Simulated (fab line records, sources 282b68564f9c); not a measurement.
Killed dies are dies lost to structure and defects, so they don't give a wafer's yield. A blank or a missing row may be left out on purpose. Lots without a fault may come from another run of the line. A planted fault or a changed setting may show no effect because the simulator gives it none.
Which tool did it? | flow rit_cmos | 13 lots, 39 wafers sampled, at 2 steps of a route of 202

WHAT THE GAUGES READ, wafer by wafer
The record holds no reading of a measuring or inspecting step that can be judged against a usual standard deviation.

WHICH TOOL RAN EACH LOT (tool, then ch and the chambers of the sampled wafers, then the start)
lot  | RIT_ACTIVE_ETCH_13                | RIT_M1_PROBE_99
L687 | rie_diel-03 ch 0,1,3, day 2 01:28 | -
L688 | rie_diel-01 ch 0,1, day 2 01:46   | -
L690 | rie_diel-03 ch 0,1,3, day 2 12:17 | -
L692 | rie_diel-01 ch 1,2, day 2 21:47   | -
L693 | rie_diel-04 ch 1,2, day 3 01:54   | -
L695 | rie_diel-04 ch 0,1,2, day 3 12:36 | prober-01, day 5 11:35
L696 | rie_diel-04 ch 0,1,2, day 3 17:04 | -
L697 | rie_diel-03 ch 0,2,3, day 4 01:19 | -
L699 | rie_diel-04 ch 0,1,3, day 4 08:33 | -
L700 | rie_diel-01 ch 1,2,3, day 4 13:43 | -
L702 | rie_diel-01 ch 0,1, day 4 23:43   | -
L707 | rie_diel-01 ch 0,2,3, day 6 00:26 | -
L708 | rie_diel-01 ch 0,3, day 6 04:44   | -
- RIT_ACTIVE_ETCH_13: etches Si3N4 in SF6, stops on SiO2, time 210 s, target depth 210 nm.
- RIT_M1_PROBE_99

WHAT THE TOOLS THEMSELVES READ (means of the sampled wafers that have a number; where no wafer has one, the mark that the record gives instead)
RIT_ACTIVE_ETCH_13. Usual: drypump_motor_current_A 5.52 A, standard deviation 0.28; oes_product_au 0.819 a.u., standard deviation 0.013; rf_fwd_power_W 124.6 W, standard deviation 0.4; throttle_valve_pct 7.50 %, standard deviation 0.12.
lot  | tool        | drypump_motor_current_A (A) | oes_product_au (a.u.) | rf_fwd_power_W (W) | throttle_valve_pct (%) | flag
L687 | rie_diel-03 | 5.47                        | 0.825                 | 124.8              | 7.48                   |
L688 | rie_diel-01 | 5.50                        | 0.797                 | 124.1              | 7.36                   |
L690 | rie_diel-03 | 5.46                        | 0.836                 | 124.4              | 7.49                   |
L692 | rie_diel-01 | 5.42                        | 0.806                 | 124.5              | 7.40                   |
L693 | rie_diel-04 | 5.64                        | 0.813                 | 124.8              | 7.57                   |
L695 | rie_diel-04 | 5.67                        | 0.826                 | 124.6              | 7.54                   |
L696 | rie_diel-04 | 5.70                        | 0.818                 | 124.4              | 7.53                   |
L697 | rie_diel-03 | 5.39                        | 0.830                 | 124.5              | 7.54                   |
L699 | rie_diel-04 | 5.59                        | 0.819                 | 124.6              | 7.51                   |
L700 | rie_diel-01 | 5.35                        | 0.806                 | 124.6              | 7.47                   |
L702 | rie_diel-01 | 5.79                        | 0.809                 | 124.6              | 7.42                   |
L707 | rie_diel-01 | 5.61                        | 0.814                 | 124.5              | 7.52                   |
L708 | rie_diel-01 | 5.79                        | 0.824                 | 124.9              | 7.53                   |

RIT_M1_PROBE_99. Usual: killed_at_M0_to_M3 0.0, standard deviation 0.083; killed_at_contacts 0.1, standard deviation 0.27; killed_at_front_end 7, standard deviation 3.3; killed_dies 7, standard deviation 3.3; killed_open 3.5, standard deviation 2; killed_short 3.8, standard deviation 2.2.
lot  | tool      | killed_at_M0_to_M3 | killed_at_contacts | killed_at_front_end | killed_dies | killed_open | killed_short | flag
L695 | prober-01 | 0.0                | 0.0                | 7                   | 7           | 3.3         | 3.7          |

THE ANSWER, worked out from the rows above alone
Rule: a lot is off if the mean of its wafers that have a number lies more than 3 standard deviations from the usual mean. A lot without any number at a reading at which 4 lots or more have one is off too. The other lots that the step has rows for count as sound. The gauges are gone through in route order, then the tools' own readings, and for those a lot's mean is taken as printed above. The first step at which some lot is off is used, and at that step the reading that is off furthest; a lot without a number counts as furthest.
No lot is off at any reading shown: from this, nothing can be told.

WHAT THE SIMULATOR HAD PUT IN
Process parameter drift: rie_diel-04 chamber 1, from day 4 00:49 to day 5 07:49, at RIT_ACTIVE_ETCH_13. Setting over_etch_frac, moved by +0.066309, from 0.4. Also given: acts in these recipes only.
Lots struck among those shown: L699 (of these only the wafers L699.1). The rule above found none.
